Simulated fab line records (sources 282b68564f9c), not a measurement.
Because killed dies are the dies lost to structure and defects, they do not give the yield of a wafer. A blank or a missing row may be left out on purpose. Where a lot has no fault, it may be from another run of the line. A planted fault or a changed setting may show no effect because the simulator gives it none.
A lot that was struck, set against a sound lot ; flow rit_cmos ; 34 out of 202 route steps
Sound: the wafers L437.1, L437.3, L437.5. The struck wafers were L441.2, L441.5, L441.6. At the end, the cause is stated.
Each step with rows lists, per side, the tool, then ch with its chambers, then its first start. Under that, the readings that differ: sound wafers ; struck wafers ; difference of the means ; sigmas: that difference in standard deviations of wafers without a fault.
alike: words and numbers the same on both sides, and readings whose means are apart by under 2 such deviations; not compared: readings that were withheld, readings missing a value for some wafer, numbers with overlapping values and no deviation given by the record, and bounds like >300 which may hide the same value.
Wherever a step has rows on one side only, a row that says differs or no value, or a row with sigmas, the two part there. Numbers that have no deviation but don't overlap get no sigmas and don't part them. A reading that every wafer of one side lacks parts them only if that side has two wafers or more.

first, 2 steps without rows for these wafers: RIT_SPACER_CLEAN_02 (cleans in SC2, time 600 s); RIT_SPACER_CVD_03 (deposits Si3N4 from SiH2Cl2/NH3, target thk 250 nm, time 3300 s).
RIT_SPACER_THK_MEAS_04:
  struck on film_metro-04, day 4 13:37; sound on film_metro-04, day 3 15:40
  alike: SPACER_NITRIDE_THK
RIT_SPACER_ETCHBACK_05: etches Si3N4 in SF6/CHF3, stops on SiO2, target depth 250 nm, time 240 s.
  sound on rie_diel-02 ch 2,3, day 3 15:43; struck on rie_diel-03 ch 0,3, day 4 13:40
  alike: drypump_motor_current_A, oes_product_au, throttle_valve_pct
  not compared: rf_hours_counter_h
then, 6 steps without rows for these wafers: RIT_NSD_HMDS_00 (prime time 60 s); RIT_NSD_COAT_01 (resist thk 1000 nm); RIT_NSD_SOFTBAKE_02 (time 60 s); RIT_NSD_EXPOSE_03 (exposes mask M9, target cd 40700 nm); RIT_NSD_PEB_04; RIT_NSD_DEVELOP_05 (develop time 50 s).
RIT_NSD_OVL_MEAS_06:
  struck on overlay-01, day 4 14:40; sound on overlay-01, day 3 16:51
  alike: NSD_OVL
then, 1 step without rows for these wafers: RIT_NSD_HARDBAKE_07 (time 60 s).
RIT_NSD_IMPLANT_08:
  sound on implanter-04 ch 0, day 3 17:02; struck on implanter-01 ch 0, day 4 14:56
reading;sound;struck;difference;sigmas
implant_ion_amu;31 31 31;75 75 75;+44;
model.implant.rp_nm (nm);31.95 31.95 31.95;19.06 19.06 19.06;-12.89;
model.implant.drp_nm (nm);14.84 14.84 14.84;8.431 8.431 8.431;-6.409;
RIT_NSD_STRIP_09: strips in O2, time 180 s.
  sound on plasma_asher-02 ch 1, day 3 17:11; struck on plasma_asher-01 ch 0,1, day 4 15:04
  alike: drypump_motor_current_A
  not compared: rf_hours_counter_h
RIT_NSD_TW_MEAS_10:
  struck on film_metro-02, day 4 15:14; sound on film_metro-02, day 3 17:22
  alike: NSD_TW
then, 6 steps without rows for these wafers: RIT_PSD_HMDS_00 (prime time 60 s); RIT_PSD_COAT_01 (resist thk 1000 nm); RIT_PSD_SOFTBAKE_02 (time 60 s); RIT_PSD_EXPOSE_03 (exposes mask M10, target cd 40900 nm); RIT_PSD_PEB_04; RIT_PSD_DEVELOP_05 (develop time 50 s).
RIT_PSD_OVL_MEAS_06:
  struck on overlay-02, day 4 16:17; sound on overlay-02, day 3 18:30
  alike: PSD_OVL
then, 2 steps without rows for these wafers: RIT_PSD_HARDBAKE_07 (time 60 s); RIT_PSD_IMPLANT_08.
RIT_PSD_STRIP_09: strips in O2, time 180 s.
  sound on plasma_asher-04 ch 0, day 3 18:58; struck on plasma_asher-01 ch 0,1, day 4 16:49
  alike: drypump_motor_current_A
  not compared: rf_hours_counter_h
RIT_PSD_TW_MEAS_10:
  struck on film_metro-01, day 4 17:01; sound on film_metro-02, day 3 19:08
  alike: PSD_TW
then, 3 steps without rows for these wafers: RIT_SDANNEAL_CLEAN_00 (cleans in SC1, time 600 s); RIT_SDANNEAL_CLEAN_01 (cleans in dHF, time 30 s); RIT_SDANNEAL_CLEAN_02 (cleans in SC2, time 600 s).
RIT_SDANNEAL_RTA_03: time 5 s.
  sound on rtp_anneal-01 ch 0, day 3 19:34; struck on rtp_anneal-01 ch 0, day 4 17:26
  alike: wafer_temp_C_max
RIT_SDANNEAL_RS_MEAS_04: a four-point-probe measurement.
  struck on film_metro-03, day 4 17:30; sound on film_metro-02, day 3 19:37
  alike: PSD_RS
RIT_SDANNEAL_RS_MEAS_05: a four-point-probe measurement.
  struck on film_metro-03, day 4 17:37; sound on film_metro-02, day 3 19:44
reading;sound;struck;difference;sigmas
NSD_RS (ohm/sq);83.81 84.20 83.99;127.01 126.71 126.32;+42.68;+99 or more
RIT_SDANNEAL_RS_MEAS_06: a four-point-probe measurement.
  struck on film_metro-03, day 4 17:44; sound on film_metro-02, day 3 19:52
  alike: PLDD_RS
RIT_M1_PROBE_99:
  struck on prober-02, day 5 00:58; sound on prober-02, day 4 03:29
  alike: killed_at_contacts, killed_at_front_end, killed_dies, killed_open, killed_short

== WHERE THEY PART ==
Only at RIT_SDANNEAL_RS_MEAS_05, as far as this record shows. Later steps at which nothing parts them and some readings are alike: RIT_SDANNEAL_RS_MEAS_06, RIT_M1_PROBE_99.

WHY: whatever the simulator had introduced
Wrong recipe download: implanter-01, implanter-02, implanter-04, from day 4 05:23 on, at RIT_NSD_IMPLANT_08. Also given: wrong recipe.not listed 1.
